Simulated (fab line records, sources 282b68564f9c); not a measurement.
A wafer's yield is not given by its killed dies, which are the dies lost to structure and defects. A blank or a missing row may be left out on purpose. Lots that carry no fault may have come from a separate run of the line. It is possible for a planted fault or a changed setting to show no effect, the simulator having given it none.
2 desks looking at one fault :: flow rit_cmos :: every desk sees just its own numbers, and what lay behind them comes last

== TOOL OWNER'S DESK, furnace-04 ==
The tool's own readings at RIT_REOX_OXIDATION_03 (target thk 25.2 nm, ox time 5580 s): means of the sampled wafers that have a number, for each lot that ran on this tool. Any lot whose mean is over 4 standard deviations away from the usual mean is out of limits and marked OUT; that distance is given in the brackets.
Columns: A = spike_tc_source_C at RIT_REOX_OXIDATION_03, usual 924.5 C; B = zone_power_centre_pct at RIT_REOX_OXIDATION_03, usual 42.1 %
lot: L609
first seen here: day 3 15:50
A: 924.7
B: 44.7

lot: L614
first seen here: day 4 13:04
A: 923.3
B: 45.1

lot: L616
first seen here: day 5 01:58
A: 922.5
B: 45.3
Result from this desk: across the 3 lots, nothing is out of limits.

== AT THE METROLOGY DESK ==
What the gauges read, lot by lot, whatever tool the lot ran on: means of the sampled wafers that have a number. Any lot whose mean is over 4 standard deviations away from the usual mean is out of limits and marked OUT; that distance is given in the brackets. It has 9 readings; the 7 that lie furthest out on some lot are the ones shown.
Columns: A = cd_nm at RIT_GATE_CD_MEAS_16, usual 150.4 nm; B = GATE_OVL at RIT_GATE_OVL_MEAS_17, usual 0.8 nm; C = cd_nm at RIT_GATE_CD_MEAS_90, usual 150.4 nm; D = NLDD_OVL at RIT_NLDD_OVL_MEAS_06, usual -0.7 nm; E = NLDD_TW at RIT_NLDD_TW_MEAS_10, usual 2472; F = PLDD_OVL at RIT_PLDD_OVL_MEAS_06, usual 1.2 nm; G = PLDD_TW at RIT_PLDD_TW_MEAS_10, usual 2349
lot: L609
first seen here: day 3 14:43
A: 150.7
B: 1.5
C: 150.7
D: 1.0
E: 2505
F: 2.2
G: 2303

lot: L614
first seen here: day 4 11:02
A: 151.2
B: 2.4
C: 151.3
D: -1.5
E: 2471
F: 1.9
G: 2308

lot: L616
first seen here: day 4 23:37
A: 149.6
B: -1.3
C: 149.7
D: 0.5
E: 2489
F: 1.6
G: 2379

lot: L621
first seen here: day 6 03:53
A: 150.1
B: 0.2
C: 149.9
D: -0.2
E: 2497
F: -0.0
G: 2293

lot: L625
first seen here: day 6 21:06
A: 146.0
B: 0.2
C: 145.8
D: -1.1
E: 2425
F: -0.9
G: 2352

lot: L627
first seen here: day 7 03:46
A: 149.1
B: 2.4
C: 149.2
D: 0.0
E: 2432
F: 1.4
G: 2345
Result from this desk: across the 6 lots, nothing is out of limits.

== BROUGHT TOGETHER ==
The desk of the tool owner found nothing out of limits.
The metrology desk saw nothing out of limits.

== WHAT WAS PUT IN BY THE SIMULATOR ==
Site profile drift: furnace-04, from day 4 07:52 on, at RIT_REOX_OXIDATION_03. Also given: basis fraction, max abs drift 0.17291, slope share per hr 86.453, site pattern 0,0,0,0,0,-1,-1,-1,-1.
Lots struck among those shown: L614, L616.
